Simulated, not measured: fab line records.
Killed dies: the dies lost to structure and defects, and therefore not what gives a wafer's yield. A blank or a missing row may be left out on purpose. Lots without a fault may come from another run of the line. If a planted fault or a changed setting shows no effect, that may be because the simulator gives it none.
Struck lot and sound lot, side by side | flow rit-cmos | 19 out of 202 route steps
Sound: wafers L417.1, L417.3, L417.6. Struck: wafers L421.1, L421.2, L421.4. At the end, the cause is stated.
At each step with rows: each side's tool, then ch and its chambers, then its first start. Under that, the readings that differ: sound wafers | struck wafers | difference of the means | sigmas: that difference in standard deviations of wafers without a fault.
alike: words and numbers the same on both sides, and readings whose means are apart by under 2 such deviations; not compared: readings that were withheld, readings missing a value for some wafer, numbers with overlapping values and no deviation given by the record, and bounds like >300 which may hide the same value.
Wherever a step has rows on one side only, a row that says differs or no value, or a row with sigmas, the two part there. Non-overlapping numbers with no deviation appear without sigmas and do not part them. Lack of a reading on every wafer of one side parts them only where that side has two or more wafers.

RIT_ACTIVE_BOW_MEAS_00:
  sound on film-metro-02 at day 2 01:00; struck on film-metro-02 at day 2 21:00
  alike: INCOMING_BOW
then, 1 step without rows for these wafers: RIT_ACTIVE_OXIDATION_01 (target thk 46.8 nm, ox time 3360 s).
RIT_ACTIVE_THK_MEAS_02:
  sound on film-metro-01 at day 2 03:03; struck on film-metro-03 at day 3 00:34
  alike: ACTIVE_OXIDE_THK
RIT_ACTIVE_CVD_03: deposits Si3N4 from SiH2Cl2/NH3, target thk 150 nm, time 1500 s.
  sound on lpcvd-01 ch 1, day 2 03:07; struck on lpcvd-01 ch 1, day 3 00:50
  reading                                  | sound             | struck           | difference | sigmas
  model.Si3N4_of_ACTIVE_CVD_03.thk-nm (nm) | 148.5 148.4 148.3 | 40.37 40.55 41.8 | -107.49    |
  alike: spike-tc-centre-C, zone-power-load-pct
RIT_ACTIVE_THK_MEAS_04:
  sound on film-metro-01 at day 2 04:32; struck on film-metro-01 at day 3 02:15
  reading                 | sound             | struck         | difference | sigmas
  ACTIVE_NITRIDE_THK (nm) | 148.5 148.4 148.3 | 40.3 40.5 41.8 | -107.5     | -72
then, 6 steps without rows for these wafers: RIT_ACTIVE_HMDS_05 (prime time 60 s); RIT_ACTIVE_COAT_06 (resist thk 1000 nm); RIT_ACTIVE_SOFTBAKE_07 (time 60 s); RIT_ACTIVE_EXPOSE_08 (exposes mask M1, target cd 1400 nm); RIT_ACTIVE_PEB_09; RIT_ACTIVE_DEVELOP_10 (develop time 50 s).
RIT_ACTIVE_CD_MEAS_11: the cd target is 1400 nm.
  sound on cd-sem-01 at day 2 05:34; struck on cd-sem-02 at day 3 03:17
  alike: cd-nm
then, 1 step without rows for these wafers: RIT_ACTIVE_HARDBAKE_12 (time 60 s).
RIT_ACTIVE_ETCH_13: etches Si3N4 in SF6, stops on SiO2, time 210 s, target depth 210 nm.
  sound on rie-diel-02 ch 0,1,3, day 2 05:50; struck on rie-diel-04 ch 0,1,2, day 3 03:33
  reading                            | sound             | struck            | difference | sigmas
  oes-product-au (a.u.)              | 0.801 0.841 0.838 | 0.498 0.499 0.489 | -0.331     | -24
  model.etch.depth-nm (nm)           | 148.5 148.4 148.3 | 40.37 40.55 41.8  | -107.49    |
  model.ACTIVE.feature-depth-nm (nm) | 149.4 149.1 148.3 | 87.28 87.84 41.8  | -76.63     |
  alike: drypump-motor-current-A, throttle-valve-pct
  not compared: rf-hours-counter-h, model.SiO2_of_ACTIVE_OXIDATION_01.thk-nm
RIT_ACTIVE_STRIP_14: strips in O2, time 180 s.
  sound on plasma-asher-03 ch 0, day 2 06:03; struck on plasma-asher-01 ch 0,1, day 3 03:41
  alike: drypump-motor-current-A, o2-flow-sccm
  not compared: rf-hours-counter-h
RIT_ACTIVE_CD_MEAS_90: the cd target is 1400 nm.
  sound on cd-sem-01 at day 2 06:14; struck on cd-sem-01 at day 3 03:52
  alike: cd-nm
then, 1 step without rows for these wafers: RIT_ACTIVE_CLEAN_15 (cleans in SC1, time 600 s).
RIT_ACTIVE_CLEAN_16: cleans in dHF, time 30 s.
  sound on wet-bench-04 ch 1, day 2 06:31; struck on wet-bench-01 ch 0, day 3 04:11
  reading                                  | sound             | struck            | difference | sigmas
  model.Si3N4_of_ACTIVE_CVD_03.thk-nm (nm) | 147.7 147.6 147.5 | 39.53 39.71 40.96 | -107.53    |
then, 1 step without rows for these wafers: RIT_ACTIVE_CLEAN_17 (cleans in SC2, time 600 s).

== WHERE THEY PART ==
First at RIT_ACTIVE_THK_MEAS_04; last, within this record, at RIT_ACTIVE_ETCH_13. Later steps at which nothing parts them and some readings are alike: RIT_ACTIVE_STRIP_14, RIT_ACTIVE_CD_MEAS_90.

WHY: the cause the simulator had injected
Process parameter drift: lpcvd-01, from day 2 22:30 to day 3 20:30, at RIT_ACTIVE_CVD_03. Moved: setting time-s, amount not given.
